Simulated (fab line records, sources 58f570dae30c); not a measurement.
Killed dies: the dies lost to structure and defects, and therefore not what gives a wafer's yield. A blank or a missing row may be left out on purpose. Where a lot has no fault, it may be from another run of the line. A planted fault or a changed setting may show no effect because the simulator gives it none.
What tool caused it? | flow berkeley-cmos170 | 7 lots, 21 wafers sampled, at 1 step of a route of 331

## WHAT THE GAUGES READ, wafer by wafer
UCB170_GATE_CD_MEAS_12: the cd target is 350 nm.
lot  | measured     | on        | cd-nm (nm)
L699 | day 7 15:00  | cd-sem-01 | 349.1 349.5 347.3
L704 | day 8 07:17  | cd-sem-02 | 350.2 351.9 349.4
L703 | day 8 07:48  | cd-sem-02 | 349.2 350.4 349.0
L710 | day 9 09:34  | cd-sem-01 | 349.8 349.1 349.8
L713 | day 10 04:22 | cd-sem-01 | 348.1 349.2 347.6
L718 | day 11 02:17 | cd-sem-01 | 351.6 351.4 350.3
L722 | day 12 08:25 | cd-sem-02 | 350.7 349.8 350.1

## EACH LOT AND THE TOOL THAT RAN IT (in order: tool; ch and the chambers of the sampled wafers; start)
Record: no process step prior to these readings.

## THE ANSWER, worked out from the rows above alone
Rule: the lots themselves supply what counts as usual. The widest of any qualifying gaps counts: lots, ordered by their means at a reading, are off when they make up no more than a third of the lots, leave a main group of 4 or more, and stand apart from it by 3 or more times the standard deviation of that group's means. A main group whose means are all the same, to the digits that the tables above print for the reading, isn't used. A lot without any number at a reading at which 4 lots or more have one is off too. Any other lot the step has rows for is counted as sound.
No lot is off on any of the readings shown, so nothing can be concluded from this.

## WHAT HAD BEEN PUT IN BY THE SIMULATOR
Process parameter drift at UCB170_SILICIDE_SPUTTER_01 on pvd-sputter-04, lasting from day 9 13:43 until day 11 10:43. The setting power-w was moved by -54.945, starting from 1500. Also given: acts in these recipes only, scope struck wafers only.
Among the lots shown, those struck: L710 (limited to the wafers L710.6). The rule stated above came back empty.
